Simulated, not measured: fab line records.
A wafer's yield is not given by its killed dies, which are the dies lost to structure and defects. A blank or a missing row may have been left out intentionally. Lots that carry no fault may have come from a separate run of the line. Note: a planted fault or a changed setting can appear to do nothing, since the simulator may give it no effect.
Which of the tools did it? / flow berkeley_cmos170 / 12 lots with 36 wafers sampled at 2 steps, on a route of 331 steps

WHAT THE GAUGES SHOWED, per wafer
UCB170_SDANNEAL_RS_MEAS_03: uses a four-point probe to measure. Usual: NSD_RS typically reads 37.21 ohm/sq, with standard deviation 0.09.
lot=L747; measured=day 6 01:11; on=film_metro-02; NSD_RS (ohm/sq)=37.12 37.06 37.12; flag=
lot=L749; measured=day 6 14:37; on=film_metro-01; NSD_RS (ohm/sq)=37.23 37.51 37.21; flag=
lot=L748; measured=day 6 15:10; on=film_metro-01; NSD_RS (ohm/sq)=37.13 37.10 37.13; flag=
lot=L750; measured=day 7 05:14; on=film_metro-02; NSD_RS (ohm/sq)=37.23 37.14 37.06; flag=
lot=L752; measured=day 7 05:25; on=film_metro-03; NSD_RS (ohm/sq)=37.33 37.29 37.42; flag=
lot=L753; measured=day 7 05:40; on=film_metro-01; NSD_RS (ohm/sq)=37.18 37.15 37.16; flag=
lot=L751; measured=day 7 05:55; on=film_metro-02; NSD_RS (ohm/sq)=37.22 37.25 37.19; flag=
lot=L761; measured=day 9 17:05; on=film_metro-01; NSD_RS (ohm/sq)=37.24 37.16 37.29; flag=
lot=L763; measured=day 10 05:10; on=film_metro-03; NSD_RS (ohm/sq)=37.17 37.25 37.34; flag=
lot=L764; measured=day 10 05:11; on=film_metro-01; NSD_RS (ohm/sq)=37.07 37.29 37.20; flag=
lot=L767; measured=day 10 22:26; on=film_metro-01; NSD_RS (ohm/sq)=37.21 37.25 37.20; flag=
lot=L769; measured=day 11 08:16; on=film_metro-03; NSD_RS (ohm/sq)=37.19 37.25 37.16; flag=

WHICH TOOL RAN EACH LOT (tool, then ch and the chambers of the sampled wafers, then the start)
lot=L747; UCB170_SDANNEAL_RTA_00=rtp_anneal-02 ch 0, day 6 00:57
lot=L749; UCB170_SDANNEAL_RTA_00=rtp_anneal-01 ch 0, day 6 14:23
lot=L748; UCB170_SDANNEAL_RTA_00=rtp_anneal-02 ch 0, day 6 14:54
lot=L750; UCB170_SDANNEAL_RTA_00=rtp_anneal-01 ch 0, day 7 04:58
lot=L752; UCB170_SDANNEAL_RTA_00=rtp_anneal-02 ch 0, day 7 05:11
lot=L753; UCB170_SDANNEAL_RTA_00=rtp_anneal-01 ch 0, day 7 05:25
lot=L751; UCB170_SDANNEAL_RTA_00=rtp_anneal-02 ch 0, day 7 05:40
lot=L761; UCB170_SDANNEAL_RTA_00=rtp_anneal-01 ch 0, day 9 16:51
lot=L763; UCB170_SDANNEAL_RTA_00=rtp_anneal-02 ch 0, day 10 04:55
lot=L764; UCB170_SDANNEAL_RTA_00=rtp_anneal-01 ch 0, day 10 04:56
lot=L767; UCB170_SDANNEAL_RTA_00=rtp_anneal-02 ch 0, day 10 22:10
lot=L769; UCB170_SDANNEAL_RTA_00=rtp_anneal-02 ch 0, day 11 08:01
- UCB170_SDANNEAL_RTA_00: time 10 s.

AS READ BY THE TOOLS THEMSELVES (means over the sampled wafers that have a number; for cases with no such wafer, the mark the record gives instead)
UCB170_SDANNEAL_RTA_00. Usual: lamp_power_pct 24 %, standard deviation 3.2; wafer_temp_C_max 904.6, standard deviation 1.
lot=L747; tool=rtp_anneal-02; lamp_power_pct (%)=27; wafer_temp_C_max=903.3; flag=
lot=L749; tool=rtp_anneal-01; lamp_power_pct (%)=21; wafer_temp_C_max=904.7; flag=
lot=L748; tool=rtp_anneal-02; lamp_power_pct (%)=27; wafer_temp_C_max=904.2; flag=
lot=L750; tool=rtp_anneal-01; lamp_power_pct (%)=21; wafer_temp_C_max=905.0; flag=
lot=L752; tool=rtp_anneal-02; lamp_power_pct (%)=27; wafer_temp_C_max=904.7; flag=
lot=L753; tool=rtp_anneal-01; lamp_power_pct (%)=21; wafer_temp_C_max=905.1; flag=
lot=L751; tool=rtp_anneal-02; lamp_power_pct (%)=27; wafer_temp_C_max=904.0; flag=
lot=L761; tool=rtp_anneal-01; lamp_power_pct (%)=21; wafer_temp_C_max=904.9; flag=
lot=L763; tool=rtp_anneal-02; lamp_power_pct (%)=27; wafer_temp_C_max=903.7; flag=
lot=L764; tool=rtp_anneal-01; lamp_power_pct (%)=21; wafer_temp_C_max=904.5; flag=
lot=L767; tool=rtp_anneal-02; lamp_power_pct (%)=27; wafer_temp_C_max=904.3; flag=
lot=L769; tool=rtp_anneal-02; lamp_power_pct (%)=27; wafer_temp_C_max=905.2; flag=

THE ANSWER, worked out from the rows above alone
Rule: take the mean of a lot's wafers that have a number; if it is more than 3 standard deviations from the usual mean, the lot is off. Also off: a lot with no number at a reading for which 4 or more lots have one. Where the step has rows for the other lots, those lots are counted as sound. Order of review: gauges by route order, followed by the tools' own readings, for which a lot's mean as printed above is used. The first step at which some lot is off is used, and at that step the reading that is off furthest; a lot without a number counts as furthest.
Across all readings shown, no lot is off: no conclusion can be drawn from this.

WHAT HAD BEEN PUT IN BY THE SIMULATOR
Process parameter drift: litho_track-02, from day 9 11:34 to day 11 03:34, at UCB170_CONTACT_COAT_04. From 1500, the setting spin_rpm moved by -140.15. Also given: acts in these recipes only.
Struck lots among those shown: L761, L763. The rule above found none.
